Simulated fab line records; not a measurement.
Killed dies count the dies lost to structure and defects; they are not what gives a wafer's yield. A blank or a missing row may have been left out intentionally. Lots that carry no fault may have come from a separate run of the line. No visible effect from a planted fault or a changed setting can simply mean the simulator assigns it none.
Which of the tools did it? ; flow berkeleyCmos170 ; 14 lots, 42 wafers sampled, at 3 steps of a route of 331

== WHAT THE GAUGES SHOWED, per wafer ==
UCB170_V1_THK_MEAS_01. Usual: for V1_TEOS_THK the level is 1995 nm and the standard deviation is 30.
lot;measured;on;V1_TEOS_THK (nm);flag
L975;day 8 16:19;filmMetro-01;2038 1978 2008;
L976;day 8 16:19;filmMetro-03;2005 1999 2031;
L978;day 8 16:28;filmMetro-04;1987 2001 2035;
L982;day 9 20:03;filmMetro-01;1937 1984 2011;
L983;day 10 10:49;filmMetro-01;1968 2026 2035;
L985;day 10 12:09;filmMetro-01;2008 2028 2047;
L989;day 10 20:25;filmMetro-01;1978 1936 1983;
L986;day 10 21:45;filmMetro-01;2003 1977 2052;
L991;day 11 22:48;filmMetro-01;2004 1979 2032;
L992;day 12 00:07;filmMetro-04;2029 2015 2092;
L995;day 12 17:55;filmMetro-04;1971 1972 1994;
L998;day 13 04:28;filmMetro-01;2020 1969 1972;
L997;day 13 05:47;filmMetro-04;1987 2008 2048;
L996;day 13 10:41;filmMetro-04;1957 1938 2013;

UCB170_M2_OVL_MEAS_16. Usual: for M2_OVL the level is -3 nm and the standard deviation is 4.3.
lot;measured;on;M2_OVL (nm);flag
L975;day 9 00:17;overlay-01;-5 -1 -1;
L976;day 9 00:11;overlay-02;-3 -8 -6;
L978;day 9 00:54;overlay-02;4 -5 -3;
L982;day 10 02:13;overlay-02;-5 -10 -11;
L983;day 10 15:11;overlay-01;-3 -4 -5;
L985;day 10 18:16;overlay-01;-2 -3 -1;
L989;day 11 02:21;overlay-02;-3 -10 -8;
L986;day 11 02:35;overlay-01;-5 0 -3;
L991;day 12 03:16;overlay-02;-3 -11 -2;
L992;day 12 04:22;overlay-01;0 4 1;
L995;day 13 02:55;overlay-02;-6 4 -6;
L998;day 13 09:32;overlay-01;0 -8 1;
L997;day 13 10:53;overlay-02;-8 -6 -7;
L996;day 13 15:53;overlay-01;-3 3 0;

== EACH LOT AND THE TOOL THAT RAN IT (in order: tool; ch and the chambers of the sampled wafers; start) ==
lot;UCB170_V1_ETCH_14
L975;rieDiel-02 ch 0,1, day 8 21:28
L976;rieDiel-01 ch 1,2, day 8 21:24
L978;rieDiel-04 ch 0,2,3, day 8 21:41
L982;rieDiel-04 ch 0,3, day 9 22:52
L983;rieDiel-04 ch 0,2,3, day 10 12:39
L985;rieDiel-01 ch 2,3, day 10 14:30
L989;rieDiel-01 ch 1,2,3, day 10 23:56
L986;rieDiel-04 ch 0,1,3, day 10 23:59
L991;rieDiel-02 ch 0,2,3, day 12 00:43
L992;rieDiel-01 ch 0,1,2, day 12 01:49
L995;rieDiel-01 ch 0,1,3, day 12 20:28
L998;rieDiel-02 ch 0,1,3, day 13 06:30
L997;rieDiel-01 ch 0,1,3, day 13 08:12
L996;rieDiel-01 ch 1,2,3, day 13 12:34
- UCB170_V1_ETCH_14: etches SiO2 in CHF3/CF4/Ar, stops on Al, target depth 1250 nm, time 291 s.

== AS READ BY THE TOOLS THEMSELVES (means over the sampled wafers that have a number; for cases with no such wafer, the mark the record gives instead) ==
UCB170_V1_ETCH_14. Usual: drypumpMotorCurrentA 5.75 A, standard deviation 0.28; oesProductAu 0.873 a.u., standard deviation 0.013; rfFwdPowerW 698.2 W, standard deviation 2; throttleValvePct 6.92 %, standard deviation 0.12.
lot;tool;drypumpMotorCurrentA (A);oesProductAu (a.u.);rfFwdPowerW (W);throttleValvePct (%);flag
L975;rieDiel-02;5.86;0.870;698.7;7.10;
L976;rieDiel-01;6.02;0.865;695.9;6.83;
L978;rieDiel-04;5.66;0.887;697.2;6.90;
L982;rieDiel-04;5.56;0.881;696.7;6.88;
L983;rieDiel-04;5.67;0.888;696.2;6.88;
L985;rieDiel-01;5.72;0.859;700.2;6.98;
L989;rieDiel-01;5.86;0.862;699.1;6.90;
L986;rieDiel-04;5.61;0.885;696.7;6.95;
L991;rieDiel-02;5.80;0.866;699.2;6.99;
L992;rieDiel-01;5.80;0.867;698.4;6.84;
L995;rieDiel-01;5.63;0.873;698.7;6.89;
L998;rieDiel-02;5.86;0.865;699.7;7.00;
L997;rieDiel-01;5.64;0.865;697.8;6.88;
L996;rieDiel-01;5.86;0.872;698.0;6.90;

== THE ANSWER, worked out from the rows above alone ==
Rule: a lot is off if the mean of its wafers that have a number lies more than 3 standard deviations from the usual mean. A lot without any number at a reading at which 4 lots or more have one is off too. The other lots that the step has rows for count as sound. The gauges are gone through in route order, then the tools' own readings, and for those a lot's mean is taken as printed above. At the first step where some lot is off, the reading lying furthest off is the one used; lots without a number count as furthest.
No lot is off at any reading shown: from this, nothing can be told.

== WHAT THE SIMULATOR PUT IN ==
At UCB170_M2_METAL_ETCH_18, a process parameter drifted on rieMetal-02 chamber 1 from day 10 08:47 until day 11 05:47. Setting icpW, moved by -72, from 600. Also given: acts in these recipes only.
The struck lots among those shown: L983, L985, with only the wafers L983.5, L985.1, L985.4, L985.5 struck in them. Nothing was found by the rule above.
